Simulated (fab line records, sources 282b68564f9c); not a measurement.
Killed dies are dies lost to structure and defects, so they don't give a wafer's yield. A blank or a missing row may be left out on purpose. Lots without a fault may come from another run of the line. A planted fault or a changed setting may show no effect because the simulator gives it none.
Chamber matching | flow rit_cmos | RIT_GATE_ETCH_19 on rie_si-01: 4 sister chambers
The step etches poly-Si in SF6/CHF3/O2, stops on SiO2, time 165 s, target depth 312.5 nm. 4 wafers are shown with their chamber, then 9 later ones without.

WAFERS WITH THEIR CHAMBER
wafer  | chamber | drypump_motor_current_A (A)
L458.1 | 2       | 5.2
L460.2 | 3       | 6.0
L460.5 | 1       | 5.5
L460.6 | 0       | 6.3

WAFERS WITHOUT THEIR CHAMBER
wafer  | drypump_motor_current_A (A)
L468.1 | 5.9
L468.4 | 6.3
L468.5 | 5.9
L470.1 | 5.2
L470.2 | 5.5
L470.5 | 6.3
L472.2 | 5.3
L472.5 | 5.2
L472.6 | 5.9

WHICH CHAMBER EACH WENT THROUGH
wafer  | from the rows above     | in truth
L468.1 | 3                       | 3
L468.4 | 0                       | 0
L468.5 | 3                       | 3
L470.1 | 2                       | 2
L470.2 | 1                       | 1
L470.5 | 0                       | 0
L472.2 | can't be placed: 2 or 1 | 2
L472.5 | 2                       | 2
L472.6 | 3                       | 3
Placed correctly: 8 of 9. Can't be placed from these rows: 1 (the true chamber is among the candidates in 1). Placed wrongly: 0.
How it was worked out, from the rows above alone: a wafer's distance from a chamber is the root of the sum, over the readings, of the square of ((its reading less the chamber's mean) divided by the reading's scatter). The wafer belongs to the nearest chamber; if the next one is less than 2 further off, it can't be placed. A chamber's mean is the mean of its shown wafers. The scatter: with one shown wafer a chamber, the root of the mean of the squares of how far each hidden wafer lies from its nearest shown one.
